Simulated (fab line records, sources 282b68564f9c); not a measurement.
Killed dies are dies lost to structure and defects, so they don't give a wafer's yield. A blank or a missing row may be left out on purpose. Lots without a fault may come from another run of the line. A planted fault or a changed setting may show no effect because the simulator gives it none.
A struck lot beside a sound one | flow rit_cmos | 14 steps out of a route of 202
Sound: wafers L793.1, L793.3, L793.5. Struck: wafers L795.2, L795.3, L795.6. The cause comes at the end.
At each step with rows: each side's tool, then ch and its chambers, then its first start. Under that, the readings that differ: sound wafers | struck wafers | difference of the means | sigmas: that difference in standard deviations of wafers without a fault.
alike: readings whose means differ by less than 2 such deviations, and words and numbers that are the same on both sides. not compared: withheld readings, readings that some wafer has no value for, bounds like >300 that may hide the same value, and numbers for which the record gives no deviation and whose values overlap.
The two part at a step that has a row with sigmas, a row that says differs or no value, or rows on one side only. Numbers that don't overlap but have no deviation are shown without sigmas and don't part them. A reading that every wafer of one side lacks parts them only if that side has two wafers or more.

first, 4 steps without rows for these wafers: RIT_NWELL_SOFTBAKE_02 (time 60 s); RIT_NWELL_EXPOSE_03 (exposes mask M2, target cd 43900 nm); RIT_NWELL_PEB_04; RIT_NWELL_DEVELOP_05 (develop time 68 s).
RIT_NWELL_OVL_MEAS_06:
  sound on overlay-02, day 2 13:44; struck on overlay-01, day 3 00:10
  alike: NWELL_OVL
then, 2 steps without rows for these wafers: RIT_NWELL_HARDBAKE_07 (time 120 s); RIT_NWELL_IMPLANT_08.
RIT_NWELL_STRIP_09: strips in O2, time 180 s.
  sound on plasma_asher-01 ch 1, day 2 14:10; struck on plasma_asher-03 ch 0,1, day 3 00:35
  alike: drypump_motor_current_A
  not compared: rf_hours_counter_h
RIT_NWELL_TW_MEAS_10:
  sound on film_metro-02, day 2 14:21; struck on film_metro-04, day 3 00:46
  reading  | sound          | struck         | difference | sigmas
  NWELL_TW | 2161 2163 2176 | 2136 2116 2136 | -37        | -2
then, 3 steps without rows for these wafers: RIT_PWELL_HMDS_00 (prime time 60 s); RIT_PWELL_COAT_01 (resist thk 1300 nm); RIT_PWELL_SOFTBAKE_02 (time 60 s).
RIT_PWELL_EXPOSE_03: exposes mask M3, target cd 43700 nm.
  sound on iline_stepper-01 ch 0, day 2 14:52; struck on iline_stepper-01, day 3 01:20
  no value came back on the struck wafers for exposure_dose_mJ_cm2, focus_offset_nm (nm); on the sound wafers exposure_dose_mJ_cm2 reads 249.61 250.34 249.94
  alike: mask
then, 1 step without rows for these wafers: RIT_PWELL_PEB_04.

WHERE THEY PART
First at RIT_NWELL_TW_MEAS_10; last, within this record, at RIT_PWELL_EXPOSE_03.

WHY: what the simulator had put in
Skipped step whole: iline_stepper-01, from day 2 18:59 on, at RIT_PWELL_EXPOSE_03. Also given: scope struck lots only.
